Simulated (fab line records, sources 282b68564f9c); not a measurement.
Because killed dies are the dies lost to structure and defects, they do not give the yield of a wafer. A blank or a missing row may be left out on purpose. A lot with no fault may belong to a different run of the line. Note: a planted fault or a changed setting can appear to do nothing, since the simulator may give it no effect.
Which tool was responsible?    flow rit_cmos    45 wafers from 15 lots sampled at 4 of the route's 202 steps

## WHAT EACH GAUGE READ, for each wafer
RIT_FOX2_THK_MEAS_91. Usual: for FIELD_OXIDE_LEFT_2_THK the level is 257 nm and the standard deviation is 6.7.
lot   measured     on             FIELD_OXIDE_LEFT_2_THK (nm)  flag
L786  day 2 08:04  film_metro-03  248 242 242                  
L788  day 2 17:32  film_metro-01  264 259 268                  
L790  day 3 05:13  film_metro-03  261 258 253                  
L791  day 3 09:07  film_metro-01  270 263 264                  
L794  day 4 01:16  film_metro-03  257 258 260                  
L795  day 4 04:52  film_metro-01  258 262 259                  
L796  day 4 11:08  film_metro-01  257 255 251                  
L798  day 4 20:34  film_metro-03  245 244 246                  
L799  day 5 00:50  film_metro-03  275 270 268                  
L800  day 5 05:43  film_metro-01  253 255 252                  
L802  day 5 16:35  film_metro-04  259 253 258                  
L803  day 5 21:23  film_metro-01  253 256 252                  
L804  day 6 02:40  film_metro-01  261 260 260                  
L805  day 6 08:49  film_metro-01  258 262 254                  
L806  day 6 16:58  film_metro-01  255 249 254                  

RIT_GATE_CD_MEAS_90: the cd target is 150 nm. Usual: 152.3 nm for cd_nm, sd 2.1.
lot   measured     on         cd_nm (nm)         flag
L786  day 2 12:38  cd_sem-02  151.6 151.2 151.3  
L788  day 3 00:01  cd_sem-02  153.3 151.5 152.3  
L790  day 3 11:00  cd_sem-01  151.9 148.8 150.5  
L791  day 3 14:29  cd_sem-01  150.9 149.9 148.3  
L794  day 4 05:49  cd_sem-02  151.7 151.8 151.2  
L795  day 4 09:41  cd_sem-02  155.1 153.4 157.2  
L796  day 4 15:57  cd_sem-02  155.8 155.2 155.5  
L798  day 5 01:16  cd_sem-02  150.9 152.1 151.1  
L799  day 5 06:08  cd_sem-02  154.3 154.8 152.5  
L800  day 5 13:00  cd_sem-01  150.4 151.7 150.0  
L802  day 5 22:32  cd_sem-02  154.2 150.4 149.2  
L803  day 6 03:46  cd_sem-01  150.3 150.3 150.3  
L804  day 6 09:31  cd_sem-02  - - -              OFF
L805  day 6 13:22  cd_sem-01  - - -              OFF
L806  day 7 00:01  cd_sem-02  - - -              OFF

## EACH LOT AND THE TOOL THAT RAN IT (in order: tool; ch and the chambers of the sampled wafers; start)
lot   RIT_ACTIVE_STRIP_14                  RIT_GATE_ETCH_19
L786  plasma_asher-03 ch 0,1, day 1 15:14  rie_si-01 ch 2,3, day 2 12:20
L788  plasma_asher-03 ch 0,1, day 2 00:50  rie_si-01 ch 0,1,3, day 2 23:44
L790  plasma_asher-03 ch 0,1, day 2 11:16  rie_si-01 ch 0,3, day 3 10:43
L791  plasma_asher-03 ch 0,1, day 2 15:54  rie_si-02 ch 0,1,3, day 3 14:10
L794  plasma_asher-02 ch 0,1, day 3 06:59  rie_si-01 ch 0,2, day 4 05:32
L795  plasma_asher-02 ch 0,1, day 3 11:58  rie_si-02 ch 1,2,3, day 4 09:24
L796  plasma_asher-04 ch 0,1, day 3 17:49  rie_si-01 ch 1,2,3, day 4 15:40
L798  plasma_asher-04 ch 0,1, day 4 03:15  rie_si-01 ch 0,1,3, day 5 00:59
L799  plasma_asher-04 ch 0,1, day 4 07:54  rie_si-02 ch 1,2,3, day 5 05:49
L800  plasma_asher-02 ch 0,1, day 4 13:01  rie_si-01 ch 2,3, day 5 12:41
L802  plasma_asher-02 ch 0,1, day 4 22:58  rie_si-01 ch 0,1,3, day 5 22:15
L803  plasma_asher-02 ch 0,1, day 5 04:00  rie_si-02 ch 1,2, day 6 03:28
L804  plasma_asher-03 ch 0,1, day 5 08:58  rie_si-01 ch 0,3, day 6 09:13
L805  plasma_asher-03 ch 0, day 5 14:29    rie_si-02 ch 0,2,3, day 6 13:05
L806  plasma_asher-04 ch 0,1, day 5 18:58  rie_si-01 ch 1,2,3, day 6 23:43
- RIT_ACTIVE_STRIP_14: strips in O2, time 180 s.
- RIT_GATE_ETCH_19: etches poly-Si in SF6/CHF3/O2, stops on SiO2, time 165 s, target depth 312.5 nm.

## AS READ BY THE TOOLS THEMSELVES (means over the sampled wafers that have a number; for cases with no such wafer, the mark the record gives instead)
RIT_ACTIVE_STRIP_14. Usual: drypump_motor_current_A 5.9 A, standard deviation 0.4; o2_flow_sccm 4000 sccm, standard deviation 12.
lot   tool             drypump_motor_current_A (A)  o2_flow_sccm (sccm)  flag
L786  plasma_asher-03  6.1                          4008                 
L788  plasma_asher-03  6.1                          4000                 
L790  plasma_asher-03  6.1                          4006                 
L791  plasma_asher-03  6.0                          3994                 
L794  plasma_asher-02  5.9                          4005                 
L795  plasma_asher-02  5.9                          3993                 
L796  plasma_asher-04  5.6                          3990                 
L798  plasma_asher-04  5.6                          4007                 
L799  plasma_asher-04  5.9                          3995                 
L800  plasma_asher-02  5.9                          4009                 
L802  plasma_asher-02  5.6                          4002                 
L803  plasma_asher-02  5.9                          4003                 
L804  plasma_asher-03  6.1                          4001                 
L805  plasma_asher-03  6.2                          3984                 
L806  plasma_asher-04  5.6                          3997                 

RIT_GATE_ETCH_19. Usual: CHF3_flow_sccm 29.99 sccm, standard deviation 0.08; O2_flow_sccm 4.996 sccm, standard deviation 0.015; SF6_flow_sccm 30.00 sccm, standard deviation 0.093; drypump_motor_current_A 5.5 A, standard deviation 0.41; oes_product_au 0.844 a.u., standard deviation 0.01; rf_fwd_power_W 159.6 W, standard deviation 0.48; throttle_valve_pct 10.23 %, standard deviation 0.15.
lot   tool       CHF3_flow_sccm (sccm)  O2_flow_sccm (sccm)  SF6_flow_sccm (sccm)  drypump_motor_current_A (A)  oes_product_au (a.u.)  rf_fwd_power_W (W)  throttle_valve_pct (%)  flag
L786  rie_si-01  30.02                  4.995                29.98                 5.7                          0.847                  159.6               10.37                   
L788  rie_si-01  29.98                  4.994                30.02                 5.5                          0.854                  159.6               10.18                   
L790  rie_si-01  29.91                  5.009                30.06                 5.5                          0.855                  159.4               10.21                   
L791  rie_si-02  30.01                  4.996                30.06                 5.7                          0.838                  159.6               10.22                   
L794  rie_si-01  29.95                  4.991                30.02                 5.6                          0.856                  159.7               10.41                   
L795  rie_si-02  30.02                  5.003                30.06                 5.3                          0.830                  159.8               10.16                   
L796  rie_si-01  29.94                  4.992                30.05                 5.6                          0.840                  159.4               10.24                   
L798  rie_si-01  30.04                  4.999                29.93                 5.5                          0.845                  160.1               10.18                   
L799  rie_si-02  30.01                  4.994                30.03                 5.3                          0.839                  159.5               10.17                   
L800  rie_si-01  29.98                  4.996                30.19                 5.7                          0.852                  159.6               10.38                   
L802  rie_si-01  30.03                  5.003                29.91                 5.5                          0.854                  158.9               10.19                   
L803  rie_si-02  30.03                  4.989                29.96                 5.2                          0.837                  159.2               10.12                   
L804  rie_si-01  -                      -                    -                     -                            -                      -                   -                       OFF
L805  rie_si-02  -                      -                    -                     -                            -                      -                   -                       OFF
L806  rie_si-01  -                      -                    -                     -                            -                      -                   -                       OFF

## THE ANSWER, worked out from the rows above alone
Rule: take the mean of a lot's wafers that have a number; if it is more than 3 standard deviations from the usual mean, the lot is off. A lot without any number at a reading at which 4 lots or more have one is off too. Any other lot the step has rows for is counted as sound. The gauges are gone through in route order, then the tools' own readings, and for those a lot's mean is taken as printed above. At the first step where some lot is off, the reading lying furthest off is the one used; lots without a number count as furthest.
Off: L804, L805, L806, at RIT_GATE_CD_MEAS_90 (cd_nm). Without a number there: L804, L805, L806.
If a tool, at a process step before that reading, ran all the lots that are off and no sound lot after the first of them, it fits. The gauges at RIT_GATE_CD_MEAS_90 aren't tried: what is off there is off at RIT_GATE_ETCH_19 too, on other tools, and a gauge's error can't cause that. No candidate that was tried fits.

## WHAT HAD BEEN PUT IN BY THE SIMULATOR
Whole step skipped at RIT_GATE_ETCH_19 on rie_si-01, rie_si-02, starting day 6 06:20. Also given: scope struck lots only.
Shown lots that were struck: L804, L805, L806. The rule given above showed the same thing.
